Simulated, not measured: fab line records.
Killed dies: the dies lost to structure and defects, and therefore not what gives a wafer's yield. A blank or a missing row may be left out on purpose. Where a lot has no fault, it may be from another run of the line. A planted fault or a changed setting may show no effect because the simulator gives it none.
Which tool did it? ; flow ritCmos ; 42 wafers from 14 lots sampled at 2 of the route's 202 steps

WHAT THE GAUGES READ, wafer by wafer
The record lacks any reading of a measuring or inspecting step that a usual standard deviation could be used to judge.

EACH LOT AND THE TOOL THAT RAN IT (in order: tool; ch and the chambers of the sampled wafers; start)
lot;RIT_SILICIDE_WET_ETCH_00;RIT_M1_PROBE_99
L328;wetBench-04 ch 0, day 3 08:38;-
L331;wetBench-04 ch 2, day 3 22:22;-
L332;wetBench-04 ch 3, day 4 00:47;-
L333;wetBench-03 ch 3, day 4 07:14;-
L334;wetBench-04 ch 3, day 4 10:43;-
L335;wetBench-04 ch 2, day 4 15:45;-
L336;wetBench-03 ch 1, day 5 01:37;-
L340;wetBench-02 ch 0, day 5 22:20;-
L345;wetBench-04 ch 3, day 6 21:22;-
L346;wetBench-04 ch 1, day 7 01:19;prober-02, day 7 08:19
L347;wetBench-03 ch 0, day 7 07:11;prober-01, day 7 14:09
L349;wetBench-03 ch 2, day 7 18:34;-
L350;wetBench-02 ch 3, day 7 20:05;-
L351;wetBench-03 ch 3, day 8 04:17;-
- RIT_SILICIDE_WET_ETCH_00: etches SiO2 in BOE, target depth 14 nm, time 15 s.
- RIT_M1_PROBE_99

WHAT THE TOOLS THEMSELVES READ (means of the sampled wafers that have a number; where no wafer has one, the mark that the record gives instead)
RIT_SILICIDE_WET_ETCH_00.
lot;tool;bathHeatDutyPct (%);tempC (C)
L328;wetBench-04;1.8;21.58
L331;wetBench-04;1.8;21.37
L332;wetBench-04;1.6;21.56
L333;wetBench-03;2.4;21.56
L334;wetBench-04;1.4;21.50
L335;wetBench-04;1.7;21.36
L336;wetBench-03;1.7;21.65
L340;wetBench-02;1.8;21.45
L345;wetBench-04;1.3;21.45
L346;wetBench-04;-;-
L347;wetBench-03;-;-
L349;wetBench-03;1.7;21.52
L350;wetBench-02;1.8;21.43
L351;wetBench-03;1.9;21.46

RIT_M1_PROBE_99.
lot;tool;killedAtContacts;killedAtFrontEnd;killedDies;killedOnRim;killedOpen;killedShort
L346;prober-02;0.0;264.0;264.0;70.0;5.3;6.0
L347;prober-01;0.3;263.7;264.0;70.0;2.0;3.7

THE ANSWER, worked out from the rows above alone
Rule: what is usual is taken from the lots themselves. Put in order of their means at a reading, lots are off if they are a third of the lots or fewer, leave a main group of 4 or more, and stand apart from it by a gap of 3 or more times the standard deviation of the main group's means; of several such gaps the widest counts. Not used: any main group whose means are identical at the precision the tables above print for the reading. A lot without any number at a reading at which 4 lots or more have one is off too. Where the step has rows for the other lots, those lots are counted as sound. Order of review: gauges by route order, followed by the tools' own readings, for which a lot's mean as printed above is used. The first step at which some lot is off is used, and at that step the reading that is off furthest; a lot without a number counts as furthest.
Off, at RIT_SILICIDE_WET_ETCH_00 on bathHeatDutyPct: L346, L347. Without a number there: L346, L347. The main group has a mean of 1.7 % with a standard deviation of 0.26.
A tool fits if, at that step or a process step before it, it ran every lot that is off, and no sound lot after the first of them. Not one of the candidates tried fits.

WHAT THE SIMULATOR HAD INSERTED
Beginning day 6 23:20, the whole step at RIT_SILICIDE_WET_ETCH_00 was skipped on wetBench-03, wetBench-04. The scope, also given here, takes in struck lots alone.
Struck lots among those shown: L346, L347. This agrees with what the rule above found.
